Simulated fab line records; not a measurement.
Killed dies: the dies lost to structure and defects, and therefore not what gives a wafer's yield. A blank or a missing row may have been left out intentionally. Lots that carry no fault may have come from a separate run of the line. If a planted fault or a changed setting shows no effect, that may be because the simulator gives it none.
Comparing a struck lot with a sound one -- flow berkeley cmos170 -- 15 steps out of a route of 331
Sound: the wafers L709.1, L709.4, L709.6. Wafers struck: L717.2, L717.3, L717.5. Last of all comes the cause.
Each step with rows lists, per side, the tool, then ch with its chambers, then its first start. Under that, the readings that differ: sound wafers -- struck wafers -- difference of the means -- sigmas: that difference in standard deviations of wafers without a fault.
alike: same words and numbers on both sides, and readings whose means sit less than 2 such deviations apart. not compared: any withheld reading, any reading some wafer has no value for, any bound like >300 that may hide the same value, and any number with overlapping values for which the record gives no deviation.
A row with sigmas, a row that says differs or no value, or rows on one side alone: a step with any of these is where the two part. Non-overlapping numbers with no deviation appear without sigmas and do not part them. Lack of a reading on every wafer of one side parts them only where that side has two or more wafers.

UCB170_ACTIVE_THK_MEAS_03:
  sound: film metro-04 at day 4 10:50; struck: film metro-04 at day 6 00:34
  alike: ACTIVE_OXIDE_THK
then, 2 steps without rows for these wafers: UCB170_ACTIVE_ANNEAL_04 (time 900 s); UCB170_ACTIVE_CVD_05 (deposits Si3N4 from SiH2Cl2/NH3, target thk 220 nm, time 3300 s).
UCB170_ACTIVE_THK_MEAS_06:
  sound: film metro-01 at day 4 21:14; struck: film metro-03 at day 6 06:14
  alike: ACTIVE_NITRIDE_THK
then, 6 steps without rows for these wafers: UCB170_ACTIVE_HMDS_07 (prime time 60 s); UCB170_ACTIVE_COAT_08 (resist thk 900 nm); UCB170_ACTIVE_SOFTBAKE_09 (time 60 s); UCB170_ACTIVE_EXPOSE_10 (exposes mask ACTIVE, target cd 1200 nm); UCB170_ACTIVE_PEB_11; UCB170_ACTIVE_DEVELOP_12 (develop time 47.04 s).
UCB170_ACTIVE_CD_MEAS_13: target cd 1200 nm.
  sound: cd sem-01 at day 4 22:22; struck: cd sem-02 at day 6 07:22
  alike: cd nm
UCB170_ACTIVE_OVL_MEAS_14:
  sound: overlay-01 at day 4 22:29; struck: overlay-02 at day 6 07:29
  alike: ACTIVE_OVL
UCB170_ACTIVE_ETCH_15: etches Si3N4 in CH3F/Ar/O2, stops on SiO2, target depth 242 nm, time 151 s.
  sound on rie diel-01 ch 0,1,2, day 4 22:31; struck on rie diel-04 ch 0,2,3, day 6 07:31
reading,sound,struck,difference,sigmas
rf fwd power W (W),448.7 446.3 449.9,376.3 378.9 377.0,-70.9,-44
model.KrF_of_ACTIVE_COAT_08.thk nm (nm),724.5 722.6 725.4,741 737.8 737.3,+15,
  alike: drypump motor current A, oes product au, throttle valve pct
  not compared: rf hours counter h
UCB170_ACTIVE_STRIP_16: strips in O2.
  sound on plasma asher-01 ch 0,1, day 4 22:37; struck on plasma asher-01 ch 0,1, day 6 07:37
reading,sound,struck,difference,sigmas
strip time to endpoint s (s),18.09 18.04 18.12,18.50 18.40 18.39,+0.35,+4
  alike: drypump motor current A, o2 flow sccm, oes product au
  not compared: rf hours counter h
UCB170_ACTIVE_CD_MEAS_90: target cd 1200 nm.
  sound: cd sem-01 at day 4 22:43; struck: cd sem-02 at day 6 07:44
  alike: cd nm

== WHERE THEY PART ==
At UCB170_ACTIVE_ETCH_15 first; at UCB170_ACTIVE_STRIP_16 last (within this record only). Later steps at which nothing parts them and some readings are alike: UCB170_ACTIVE_CD_MEAS_90.

WHY: what the simulator had put in
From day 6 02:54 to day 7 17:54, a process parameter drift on rie diel-04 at UCB170_ACTIVE_ETCH_15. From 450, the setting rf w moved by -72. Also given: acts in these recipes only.
